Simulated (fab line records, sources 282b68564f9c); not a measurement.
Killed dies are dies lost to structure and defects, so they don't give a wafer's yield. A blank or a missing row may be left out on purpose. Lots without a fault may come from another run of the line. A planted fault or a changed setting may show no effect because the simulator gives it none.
Which tool did it? | flow rit_cmos | 14 lots, 42 wafers sampled, at 2 steps of a route of 202

WHAT THE GAUGES READ, wafer by wafer
The record holds no reading of a measuring or inspecting step that can be judged against a usual standard deviation.

WHICH TOOL RAN EACH LOT (tool, then ch and the chambers of the sampled wafers, then the start)
lot  | RIT_CONTACT_STRIP_12                | RIT_M1_PROBE_99
L553 | plasma_asher-02 ch 0,1, day 3 15:01 | -
L555 | plasma_asher-04 ch 0,1, day 3 16:38 | -
L554 | plasma_asher-02 ch 1, day 3 16:47   | -
L556 | plasma_asher-02 ch 0,1, day 4 01:54 | -
L557 | plasma_asher-01 ch 0,1, day 4 07:17 | -
L558 | plasma_asher-02 ch 0, day 4 11:50   | -
L559 | plasma_asher-04 ch 0,1, day 4 15:49 | -
L563 | plasma_asher-01 ch 0,1, day 5 10:32 | -
L564 | plasma_asher-01 ch 0,1, day 5 16:43 | -
L565 | plasma_asher-01 ch 0, day 5 21:27   | -
L570 | plasma_asher-04 ch 0,1, day 6 20:07 | prober-01, day 7 00:48
L574 | plasma_asher-02 ch 0,1, day 7 18:20 | -
L575 | plasma_asher-04 ch 0, day 8 00:21   | -
L576 | plasma_asher-02 ch 0,1, day 8 06:56 | -
- RIT_CONTACT_STRIP_12: strips in O2, time 180 s.
- RIT_M1_PROBE_99

WHAT THE TOOLS THEMSELVES READ (means of the sampled wafers that have a number; where no wafer has one, the mark that the record gives instead)
RIT_CONTACT_STRIP_12.
lot  | tool            | drypump_motor_current_A (A) | run_length_s (s)
L553 | plasma_asher-02 | 5.8                         | 208.9
L555 | plasma_asher-04 | 5.9                         | 209.0
L554 | plasma_asher-02 | 6.0                         | 209.1
L556 | plasma_asher-02 | 5.8                         | 208.9
L557 | plasma_asher-01 | 5.5                         | 208.1
L558 | plasma_asher-02 | 5.3                         | 208.6
L559 | plasma_asher-04 | 6.1                         | 208.7
L563 | plasma_asher-01 | 5.6                         | 208.5
L564 | plasma_asher-01 | 5.7                         | 252.3
L565 | plasma_asher-01 | 5.8                         | 274.5
L570 | plasma_asher-04 | 5.8                         | 208.8
L574 | plasma_asher-02 | 5.8                         | 208.8
L575 | plasma_asher-04 | 6.3                         | 208.4
L576 | plasma_asher-02 | 5.5                         | 208.6

RIT_M1_PROBE_99.
lot  | tool      | killed_at_contacts | killed_at_front_end | killed_dies | killed_open | killed_short
L570 | prober-01 | 0.3                | 4.3                 | 4.7         | 1.7         | 2

THE ANSWER, worked out from the rows above alone
Rule: what is usual is taken from the lots themselves. Put in order of their means at a reading, lots are off if they are a third of the lots or fewer, leave a main group of 4 or more, and stand apart from it by a gap of 3 or more times the standard deviation of the main group's means; of several such gaps the widest counts. A main group whose means are all the same, to the digits that the tables above print for the reading, isn't used. A lot without any number at a reading at which 4 lots or more have one is off too. The other lots that the step has rows for count as sound. The gauges are gone through in route order, then the tools' own readings, and for those a lot's mean is taken as printed above. The first step at which some lot is off is used, and at that step the reading that is off furthest; a lot without a number counts as furthest.
Off: L564, L565, at RIT_CONTACT_STRIP_12 (run_length_s). The main group: mean 208.7 s, standard deviation 0.27.
A tool fits if, at that step or a process step before it, it ran every lot that is off, and no sound lot after the first of them. One fits: plasma_asher-01 at RIT_CONTACT_STRIP_12. Its last sound lot is L563 (day 5 10:32), its first lot that is off L564 (day 5 16:43): a fault that began between those two fits.
The tool's own readings at RIT_CONTACT_STRIP_12 bear it out: on the lots that are off they differ by more than 5 times the standard deviation of the sound lots' means. run_length_s reads 263.4 s there against 208.7 s on the sound lots.

WHAT THE SIMULATOR HAD PUT IN
Process parameter drift: plasma_asher-01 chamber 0, from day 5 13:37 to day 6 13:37, at RIT_CONTACT_STRIP_12. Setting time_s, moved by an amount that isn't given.
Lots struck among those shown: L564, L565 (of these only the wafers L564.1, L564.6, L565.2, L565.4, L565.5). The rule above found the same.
